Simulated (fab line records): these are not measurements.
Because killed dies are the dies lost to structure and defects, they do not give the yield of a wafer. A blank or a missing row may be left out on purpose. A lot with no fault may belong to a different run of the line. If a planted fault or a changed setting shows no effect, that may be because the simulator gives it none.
Lot-split experiment -- flow rit-cmos -- route with 202 steps; 5 lots, 23 wafers read

== THE SPLIT ==
At RIT_GATE_OXIDATION_05 (target thk 3 nm, ox time 270 s), the setting ox-time-s was moved away from the recipe's 270 s on 10 of the 23 wafers read, by -14.3% to +4.2%. All remaining wafers had this setting at the recipe value.

The split's own step is where the reading is taken.

== THE READING ==
SiO2_of_GATE_OXIDATION_05.thk-nm (the simulator's own value, which no gauge read), in nm, at RIT_GATE_OXIDATION_05 (target thk 3 nm, ox time 270 s). The file gives no usual value for it. Average 3.065 nm, standard deviation 0.024 nm, over the 13 wafers here run with the recipe.

wafer,"tool, chamber at the split","ox-time-s as run, s",against the recipe,"SiO2_of_GATE_OXIDATION_05.thk-nm, nm",against lot-mates on the recipe
L074.1,"-, -",270,recipe,3.033,-
L074.3,"-, -",270,recipe,3.069,-
L074.4,"-, -",270,recipe,3.066,-
L074.5,"-, -",270,recipe,3.093,-
L074.6,"-, -",270,recipe,3.038,-
L075.1,"-, -",270,recipe,3.082,-
L075.2,"-, -",270,recipe,3.084,-
L075.4,"-, -",270,recipe,3.076,-
L075.5,"-, -",270,recipe,3.053,-
L075.6,"-, -",270,recipe,3.04,-
L076.3,"furnace-03, 0",270,recipe,3.102,-
L076.4,"furnace-03, 0",270,recipe,3.083,-
L076.6,"furnace-03, 0",270,recipe,3.021,-
L079.1,"-, -",281.3,+4.2%,3.074,no lot-mate on the recipe
L079.2,"-, -",281.3,+4.2%,3.093,no lot-mate on the recipe
L079.3,"-, -",281.3,+4.2%,3.053,no lot-mate on the recipe
L079.5,"-, -",281.3,+4.2%,3.039,no lot-mate on the recipe
L079.6,"-, -",281.3,+4.2%,3.069,no lot-mate on the recipe
L081.1,"-, -",231.5,-14.3%,2.642,no lot-mate on the recipe
L081.3,"-, -",231.5,-14.3%,2.664,no lot-mate on the recipe
L081.4,"-, -",231.5,-14.3%,2.659,no lot-mate on the recipe
L081.5,"-, -",231.5,-14.3%,2.641,no lot-mate on the recipe
L081.6,"-, -",231.5,-14.3%,2.697,no lot-mate on the recipe

FIT RESULTS
A straight line over all 23 wafers: SiO2_of_GATE_OXIDATION_05.thk-nm changes by +0.0246 nm for each +1% of ox-time-s; r = +0.96; the points scatter about the line by 0.05 nm.
Too few moved wafers have a lot-mate on the recipe to fit a line with each lot's own level taken away.

== THE FILE'S OWN FIT ==
SiO2_of_GATE_OXIDATION_05.thk-nm changes by +0.0246 nm for each +1% of ox-time-s, r = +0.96.
